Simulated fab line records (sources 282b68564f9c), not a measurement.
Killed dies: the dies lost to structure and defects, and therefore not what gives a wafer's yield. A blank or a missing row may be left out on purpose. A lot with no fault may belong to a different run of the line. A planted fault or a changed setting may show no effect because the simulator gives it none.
Problem report in the 8D (eight disciplines) form, filled by code + flow rit cmos + the parts of the form that need people (team, actions taken, sign-off) are left out

== 1. THE ISSUE ==
At RIT_SILICIDE_RTA_04, chamber o2 ppm averages 62.012 over 9 wafers from 3 lots, while fault-free wafers read 2.005, standard deviation 0.021. That is +99 or more standard deviations from the usual mean.
The step: time 10 s, ramp up 5 s, ramp down 5 s.
First seen on wafer L303.3, day 4 17:46, on rtp anneal-01. The record has a number at this step for 39 wafers belonging to 13 lots. Rule for "out", or "out of limits": more than 4 standard deviations from the usual mean. The rest of the wafers with a number are treated as sound.

== 2. WHAT THIS IS AND IS NOT ==
| question                    | is                     | is not                                                                                                        |
|-----------------------------|------------------------|---------------------------------------------------------------------------------------------------------------|
| which readings at this step | chamber o2 ppm         | wafer_temp_C_max                                                                                              |
| which lots                  | L303, L305, L307       | L296, L297, L306, L308, L310, L312, L314, L316, L318, L319                                                    |
| which wafers of those lots  | all that have a number | -                                                                                                             |
| read on which tools         | rtp anneal-01          | rtp anneal-02                                                                                                 |
| when                        | from day 4 17:46       | up to then (6 sound wafers); but 24 sound wafers of L306, L308, L310, L312, L314, L316, L318, L319 came after |

== 3. SUSPECTS, AND WHAT RULES EACH OUT ==
Counting: a tool stays on the suspect list if, at a process step up to the reading, it processed all lots that are out and no sound lot following the first of them.
- rtp anneal-02 at RIT_SDANNEAL_RTA_03 (time 5 s): ruled out as a lasting fault. After its first lot that is out, L303 (day 4 16:53), sound lots L319 ran on it.
- rtp anneal-01 at RIT_SILICIDE_RTA_04 (time 10 s, ramp up 5 s, ramp down 5 s): ruled out as a lasting fault. After its first lot that is out, L303 (day 4 17:46), sound lots L319 ran on it.
Left after counting: nothing in the record.

== 4. THE CAUSE (what the simulator had put in) ==
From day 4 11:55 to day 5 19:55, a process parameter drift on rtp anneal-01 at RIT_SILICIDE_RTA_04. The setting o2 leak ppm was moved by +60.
Counting ruled it out, wrongly.

== 5. THE EFFECT CHAIN, in route order ==
Rows list readings where the struck wafers' mean (over those with a number) sits beyond 3 standard deviations from the usual. Scope: only readings with a usual standard deviation given in the record; hours: median across lots of the time from each lot's start at the first step in this table that gives one to its start at this step; sigmas: change in usual standard deviations.
| hours | step                | reading        | usual | on struck wafers | change  | sigmas      |
|-------|---------------------|----------------|-------|------------------|---------|-------------|
| 0     | RIT_SILICIDE_RTA_04 | chamber o2 ppm | 2.005 | 62.012           | +60.007 | +99 or more |
Its process steps:
- RIT_SILICIDE_RTA_04: time 10 s, ramp up 5 s, ramp down 5 s.

== 6. HOW IT WOULD HAVE BEEN CAUGHT EARLIER ==
In this record no reading fell out of limits until day 4 17:46, 6 hours after the fault had begun at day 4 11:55.
